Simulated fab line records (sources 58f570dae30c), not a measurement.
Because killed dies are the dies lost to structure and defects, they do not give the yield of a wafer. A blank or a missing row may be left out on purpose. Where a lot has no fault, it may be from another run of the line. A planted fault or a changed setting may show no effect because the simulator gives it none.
The same fault as seen by 2 desks | flow berkeley-cmos170 | numbers are kept per desk, each desk with only its own; the story behind them comes last

## FOR THE TOOL OWNER'S DESK: litho-track-04
At UCB170_V1_SOFTBAKE_08 (time 60 s), the tool's own readings, given per lot that ran on this tool as the mean of the sampled wafers with a number. The brackets show how far a lot's mean lies from the usual mean; more than 4 standard deviations puts the lot out of limits, marked OUT.
Columns: A = heater-power-total-W at UCB170_V1_SOFTBAKE_08, usual 56.80 W; B = plate-temp-C at UCB170_V1_SOFTBAKE_08, usual 130.02 C
lot  | first seen here | A               | B
L720 | day 7 13:19     | 56.75           | 129.98
L726 | day 8 20:41     | 56.81           | 129.96
L731 | day 9 16:30     | 56.83           | 129.98
L733 | day 10 18:08    | 57.98 (+28) OUT | 132.06 (+14) OUT
L737 | day 10 21:55    | 58.01 (+29) OUT | 132.09 (+14) OUT
Finding of this desk: L733, L737 out of limits; the first was L733 at day 10 18:08, on heater-power-total-W at UCB170_V1_SOFTBAKE_08. L720, L726, L731 stayed within limits.

## METROLOGY DESK
What the gauges read, lot by lot, whatever tool the lot ran on: means of the sampled wafers that have a number. The brackets show how far a lot's mean lies from the usual mean; more than 4 standard deviations puts the lot out of limits, marked OUT.
Columns: A = cd-nm at UCB170_V1_CD_MEAS_12, usual 700.2 nm
lot  | first seen here | A
L720 | day 7 13:52     | 699.2
L723 | day 8 09:14     | 702.0
L724 | day 8 09:31     | 700.0
L725 | day 8 21:23     | 701.4
L727 | day 8 21:41     | 700.5
L726 | day 8 22:11     | 699.9
L731 | day 9 17:24     | 701.8
L733 | day 10 19:23    | 707.3 (+5.0) OUT
L737 | day 10 22:34    | 704.9
L738 | day 10 22:50    | 700.6
L742 | day 11 17:19    | 699.9
L739 | day 11 17:39    | 699.5
L740 | day 11 18:07    | 699.2
L741 | day 11 20:02    | 698.9
Finding of this desk: L733 out of limits; the first was L733 at day 10 19:23, on cd-nm at UCB170_V1_CD_MEAS_12. L720, L723, L724, L725, L727, L726, L731, L737, L738, L742, L739, L740, L741 stayed within limits.

## TAKEN TOGETHER
The tool owner's desk had the chance to raise an alarm at day 10 18:08 on L733, L737.
At day 10 19:23 the metrology desk could have sounded an alarm, on L733.
The metrology desk has L737 on record, within its limits.
Every lot named ran UCB170_V1_SOFTBAKE_08 on litho-track-04.

## WHAT WAS PUT IN BY THE SIMULATOR
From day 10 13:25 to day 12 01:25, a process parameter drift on litho-track-04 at UCB170_V1_SOFTBAKE_08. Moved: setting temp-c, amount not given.
Shown lots that were struck: L733, L737.
Fault start to first reading out of limits, in hours, per desk: tool owner, 5; metrology, 6.
